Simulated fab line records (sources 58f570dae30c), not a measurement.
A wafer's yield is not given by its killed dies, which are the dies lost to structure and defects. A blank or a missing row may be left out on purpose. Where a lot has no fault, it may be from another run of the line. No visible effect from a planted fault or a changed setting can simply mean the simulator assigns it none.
Which tool did it? :: flow berkeleyCmos170 :: at 1 step of a route of 331, 7 lots with 21 wafers sampled

## WHAT EACH GAUGE READ, for each wafer
UCB170_GATE_THK_MEAS_02.
lot: L503
measured: day 7 02:38
on: filmMetro-03
GATE_OXIDE_THK (nm): 6.72 6.86 6.87

lot: L507
measured: day 8 01:40
on: filmMetro-02
GATE_OXIDE_THK (nm): 6.72 6.67 6.55

lot: L509
measured: day 8 12:36
on: filmMetro-03
GATE_OXIDE_THK (nm): 6.62 6.60 6.49

lot: L514
measured: day 9 09:13
on: filmMetro-02
GATE_OXIDE_THK (nm): 6.65 6.72 6.78

lot: L512
measured: day 9 09:13
on: filmMetro-04
GATE_OXIDE_THK (nm): 6.86 6.71 6.72

lot: L524
measured: day 11 05:00
on: filmMetro-02
GATE_OXIDE_THK (nm): 6.83 6.85 6.51

lot: L525
measured: day 12 02:37
on: filmMetro-02
GATE_OXIDE_THK (nm): 6.61 6.80 6.62

## WHAT TOOL EACH LOT RAN ON (gives the tool, then ch and the chambers of the sampled wafers, and finally the start)
The record holds no process step before these readings.

## THE ANSWER, worked out from the rows above alone
Rule: usual is defined by the lots themselves. The widest of any qualifying gaps counts: lots, ordered by their means at a reading, are off when they make up no more than a third of the lots, leave a main group of 4 or more, and stand apart from it by 3 or more times the standard deviation of that group's means. The tables above print the reading to a certain number of digits; a main group whose means all agree to those digits is not used. Also off: a lot with no number at a reading for which 4 or more lots have one. Any other lot the step has rows for is counted as sound.
Across all readings shown, no lot is off: no conclusion can be drawn from this.

## WHAT HAD BEEN PUT IN BY THE SIMULATOR
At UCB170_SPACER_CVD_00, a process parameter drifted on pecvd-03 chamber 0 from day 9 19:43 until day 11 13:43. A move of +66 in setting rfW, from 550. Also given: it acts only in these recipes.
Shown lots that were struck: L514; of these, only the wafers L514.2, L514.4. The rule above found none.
